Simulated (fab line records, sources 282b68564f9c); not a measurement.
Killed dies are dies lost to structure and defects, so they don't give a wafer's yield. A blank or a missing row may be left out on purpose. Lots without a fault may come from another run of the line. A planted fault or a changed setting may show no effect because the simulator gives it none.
Problem report in the 8D (eight disciplines) form, filled by code | flow rit_cmos | the parts of the form that need people (team, actions taken, sign-off) are left out

1. THE PROBLEM
NLDD_TW at RIT_NLDD_TW_MEAS_10 reads a mean of 2742 on 6 wafers of 2 lots; wafers without a fault read 2488 with a standard deviation of 21. That is +12 standard deviations from the usual mean.
First seen on wafer L908.3, day 6 06:13, on film_metro-03. The record holds 42 wafers of 14 lots with a number at this step. Rule for "out", or "out of limits": more than 4 standard deviations from the usual mean. The other wafers with a number count as sound.

2. WHAT IT IS AND WHAT IT IS NOT
question                    | is                           | is not
which readings at this step | NLDD_TW                      | -
which lots                  | L908, L910                   | L891, L893, L894, L895, L897, L899, L901, L902, L905, L911, L912, L914
which wafers of those lots  | all that have a number       | -
read on which gauges        | film_metro-02, film_metro-03 | film_metro-01
when                        | from day 6 06:13             | up to then (27 sound wafers); but 9 sound wafers of L911, L912, L914 came after

3. SUSPECTS, AND WHAT RULES EACH OUT
Counting: a tool at a process step up to the reading stays a suspect if it ran every lot that is out and no sound lot after the first of them.
- the gauge at RIT_NLDD_TW_MEAS_10: ruled out. The wafers that are out were read on 2 gauges (film_metro-02, film_metro-03).
- implanter-02 at RIT_NLDD_IMPLANT_08: kept. It ran every lot that is out, first L908 (day 6 05:55), and no sound lot after that; its last sound lot up to then is L902 (day 5 01:11). Its own readings are out on those wafers: beam_on_s, faraday_current_uA.
Left after counting: implanter-02 at RIT_NLDD_IMPLANT_08.

4. THE CAUSE (what the simulator had put in)
Process parameter drift: implanter-02, from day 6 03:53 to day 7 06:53, at RIT_NLDD_IMPLANT_08. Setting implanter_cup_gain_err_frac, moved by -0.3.
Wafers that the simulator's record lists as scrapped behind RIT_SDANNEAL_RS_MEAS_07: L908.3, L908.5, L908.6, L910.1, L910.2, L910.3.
Counting left only this tool.

5. THE CHAIN OF EFFECTS, in route order
Each row: a reading whose mean over the struck wafers that have a number lies more than 3 standard deviations from the usual. Only readings for which the record gives a usual standard deviation are gone through. hours: the time from each lot's start at the first step in this table that gives one to its start at this step, as a median over the lots. sigmas: the change in usual standard deviations.
hours | step                    | reading            | usual        | on struck wafers | change | sigmas
0     | RIT_NLDD_IMPLANT_08     | beam_on_s          | 9.98 s       | 14.37            | +4.39  | +21
0     | RIT_NLDD_IMPLANT_08     | faraday_current_uA | 1575         | 1094             | -481   | -15
0     | RIT_NLDD_TW_MEAS_10     | NLDD_TW            | 2488         | 2742             | +254   | +12
11    | RIT_SDANNEAL_RS_MEAS_07 | NLDD_RS            | 151.4 ohm/sq | 113.3            | -38.1  | -68
The process steps in it:
- RIT_NLDD_IMPLANT_08

6. WHAT WOULD HAVE CAUGHT IT SOONER
In this record the first reading out of limits at a measuring or inspecting step was taken at day 6 06:13, 2 hours after the fault began at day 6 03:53.
The tool's own readings at RIT_NLDD_IMPLANT_08 were out on every struck wafer that the step has a row for (beam_on_s, faraday_current_uA): an alarm limit on them would have fired on the first of those.
Of the lots that are out (2), L910 began RIT_NLDD_IMPLANT_08 on implanter-02 after day 6 06:13. A hold on the tool at that time would have spared it.
